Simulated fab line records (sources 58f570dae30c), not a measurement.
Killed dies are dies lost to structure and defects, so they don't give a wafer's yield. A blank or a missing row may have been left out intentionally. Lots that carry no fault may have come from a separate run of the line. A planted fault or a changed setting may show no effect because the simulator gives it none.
What tool caused it? + flow berkeley-cmos170 + 13 lots with 39 wafers sampled at 4 steps, on a route of 331 steps

== WHAT EACH GAUGE READ, for each wafer ==
UCB170_PWELL_THK_MEAS_03. Usual: PWELL_OXIDE_THK 26.5 nm, standard deviation 0.42.
| lot  | measured    | on            | PWELL_OXIDE_THK (nm) | flag |
|------|-------------|---------------|----------------------|------|
| L205 | day 2 22:13 | film-metro-02 | 26.5 26.1 26.6       |      |
| L206 | day 2 22:13 | film-metro-01 | 26.8 26.4 26.7       |      |
| L207 | day 3 02:35 | film-metro-04 | 26.4 26.4 26.6       |      |
| L208 | day 3 06:12 | film-metro-02 | 26.2 25.9 26.0       |      |
| L209 | day 3 09:38 | film-metro-04 | 27.0 26.9 27.1       |      |
| L210 | day 3 16:29 | film-metro-02 | 27.0 26.8 26.8       |      |
| L211 | day 3 22:47 | film-metro-01 | 26.9 26.5 26.5       |      |
| L212 | day 4 04:38 | film-metro-02 | 26.3 26.3 26.3       |      |
| L216 | day 5 09:30 | film-metro-02 | 25.9 25.9 26.3       |      |
| L221 | day 6 03:55 | film-metro-01 | 26.6 26.7 26.7       |      |
| L223 | day 6 15:56 | film-metro-01 | 26.5 26.3 26.6       |      |
| L226 | day 7 02:33 | film-metro-01 | 25.8 26.0 25.9       |      |
| L228 | day 7 12:26 | film-metro-04 | 26.5 26.0 26.0       |      |

UCB170_PFIELD_OVL_MEAS_06. Usual: PFIELD_OVL 4 nm, standard deviation 5.2.
| lot  | measured    | on         | PFIELD_OVL (nm) | flag |
|------|-------------|------------|-----------------|------|
| L205 | day 4 13:11 | overlay-01 | -1 -1 -5        |      |
| L206 | day 4 13:27 | overlay-02 | 14 7 3          |      |
| L207 | day 5 01:15 | overlay-02 | 8 11 10         |      |
| L208 | day 5 01:05 | overlay-02 | 0 14 -2         |      |
| L209 | day 5 01:29 | overlay-01 | 3 0 5           |      |
| L210 | day 5 13:28 | overlay-01 | 3 8 6           |      |
| L211 | day 5 21:48 | overlay-02 | 0 -5 11         |      |
| L212 | day 5 21:13 | overlay-01 | 1 10 6          |      |
| L216 | day 7 04:12 | overlay-01 | 13 12 9         |      |
| L221 | day 8 00:44 | overlay-01 | 11 1 0          |      |
| L223 | day 8 04:11 | overlay-01 | 0 4 7           |      |
| L226 | day 8 16:48 | overlay-02 | 6 5 -1          |      |
| L228 | day 9 07:52 | overlay-01 | 3 3 -3          |      |

UCB170_GATE_THK_MEAS_02. Usual: GATE_OXIDE_THK 6.61 nm, standard deviation 0.11.
| lot  | measured     | on            | GATE_OXIDE_THK (nm) | flag |
|------|--------------|---------------|---------------------|------|
| L205 | day 6 10:44  | film-metro-02 | 6.55 6.61 6.73      |      |
| L206 | day 6 10:44  | film-metro-04 | 6.53 6.55 6.55      |      |
| L207 | day 7 00:29  | film-metro-04 | 6.76 6.68 6.63      |      |
| L208 | day 7 02:17  | film-metro-02 | 6.60 6.44 6.41      |      |
| L209 | day 7 02:15  | film-metro-04 | 6.64 6.57 6.76      |      |
| L210 | day 7 09:50  | film-metro-02 | 6.85 6.74 6.90      |      |
| L211 | day 7 09:53  | film-metro-02 | 6.54 6.62 6.44      |      |
| L212 | day 7 09:52  | film-metro-03 | 6.64 6.60 6.62      |      |
| L216 | day 8 09:36  | film-metro-03 | 7.76 7.64 7.72      | OFF  |
| L221 | day 9 22:32  | film-metro-03 | 7.57 7.65 7.50      | OFF  |
| L223 | day 9 22:36  | film-metro-03 | 7.55 7.71 7.87      | OFF  |
| L226 | day 10 16:40 | film-metro-04 | 6.51 6.50 6.50      |      |
| L228 | day 11 02:58 | film-metro-02 | 6.58 6.60 6.74      |      |

== WHICH TOOL RAN EACH LOT (tool, then ch and the chambers of the sampled wafers, then the start) ==
| lot  | UCB170_PWELL_ETCH_14              |
|------|-----------------------------------|
| L205 | rie-diel-02 ch 0,2, day 3 06:48   |
| L206 | rie-diel-03 ch 0,1,2, day 3 06:52 |
| L207 | rie-diel-03 ch 0,1,2, day 3 10:17 |
| L208 | rie-diel-02 ch 0,1,2, day 3 14:18 |
| L209 | rie-diel-03 ch 0,1,2, day 3 17:34 |
| L210 | rie-diel-01 ch 0,1,3, day 3 22:07 |
| L211 | rie-diel-02 ch 0,1, day 4 07:29   |
| L212 | rie-diel-02 ch 0,1,2, day 4 15:38 |
| L216 | rie-diel-01 ch 0,3, day 5 18:32   |
| L221 | rie-diel-02 ch 1,2,3, day 6 16:54 |
| L223 | rie-diel-02 ch 0,1,2, day 7 00:14 |
| L226 | rie-diel-01 ch 1,2, day 7 08:40   |
| L228 | rie-diel-03 ch 0,2, day 7 20:05   |
- UCB170_PWELL_ETCH_14: etches Si3N4 in CH3F/Ar/O2, stops on SiO2, target depth 242 nm, time 151 s.

== AS READ BY THE TOOLS THEMSELVES (means over the sampled wafers that have a number; for cases with no such wafer, the mark the record gives instead) ==
UCB170_PWELL_ETCH_14. Usual: O2_flow_sccm 7.002 sccm, standard deviation 0.022; drypump-motor-current-A 5.7 A, standard deviation 0.44; oes-product-au 0.937 a.u., standard deviation 0.016; rf-fwd-power-W 447.8 W, standard deviation 1.6; throttle-valve-pct 8.06 %, standard deviation 0.094.
| lot  | tool        | O2_flow_sccm (sccm) | drypump-motor-current-A (A) | oes-product-au (a.u.) | rf-fwd-power-W (W) | throttle-valve-pct (%) | flag |
|------|-------------|---------------------|-----------------------------|-----------------------|--------------------|------------------------|------|
| L205 | rie-diel-02 | 7.016               | 5.9                         | 0.930                 | 448.3              | 8.02                   |      |
| L206 | rie-diel-03 | 6.973               | 5.3                         | 0.947                 | 447.8              | 8.10                   |      |
| L207 | rie-diel-03 | 6.986               | 5.3                         | 0.944                 | 448.9              | 8.09                   |      |
| L208 | rie-diel-02 | 6.989               | 5.8                         | 0.927                 | 449.5              | 7.98                   |      |
| L209 | rie-diel-03 | 6.975               | 5.3                         | 0.941                 | 446.3              | 8.10                   |      |
| L210 | rie-diel-01 | 6.986               | 5.9                         | 0.953                 | 448.2              | 8.07                   |      |
| L211 | rie-diel-02 | 6.995               | 5.8                         | 0.929                 | 449.1              | 7.95                   |      |
| L212 | rie-diel-02 | 7.010               | 5.8                         | 0.922                 | 447.8              | 7.98                   |      |
| L216 | rie-diel-01 | 7.006               | 5.6                         | 0.940                 | 446.9              | 8.03                   |      |
| L221 | rie-diel-02 | 7.001               | 5.9                         | 0.930                 | 448.3              | 8.01                   |      |
| L223 | rie-diel-02 | 6.969               | 5.8                         | 0.924                 | 448.1              | 7.97                   |      |
| L226 | rie-diel-01 | 7.021               | 6.0                         | 0.952                 | 447.3              | 8.14                   |      |
| L228 | rie-diel-03 | 7.003               | 5.6                         | 0.939                 | 448.9              | 8.07                   |      |

== THE ANSWER, worked out from the rows above alone ==
Rule: a lot counts as off when the mean over its wafers that have a number is more than 3 standard deviations away from the usual mean. Also off: a lot with no number at a reading for which 4 or more lots have one. All remaining lots with rows at the step are treated as sound. After the gauges, taken in route order, come the tools' own readings; for these a lot's mean is taken, as printed above. At the first step where some lot is off, the reading lying furthest off is the one used; lots without a number count as furthest.
Off: L216, L221, L223, seen at UCB170_GATE_THK_MEAS_02 (GATE_OXIDE_THK).
A tool fits if, at a process step before that reading, it ran every lot that is off, and no sound lot after the first of them. The gauges at UCB170_GATE_THK_MEAS_02 are tried like those tools. One fits: film-metro-03 at UCB170_GATE_THK_MEAS_02. A fault onset in the window from L212 (day 7 09:52, its last sound lot) to L216 (day 8 09:36, its first lot off) fits.

== WHAT HAD BEEN PUT IN BY THE SIMULATOR ==
Metrology matching offset: film-metro-03, from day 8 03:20 on, at UCB170_GATE_THK_MEAS_02. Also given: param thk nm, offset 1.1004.
Lots struck among those shown: L216, L221, L223. The rule given above showed the same thing.
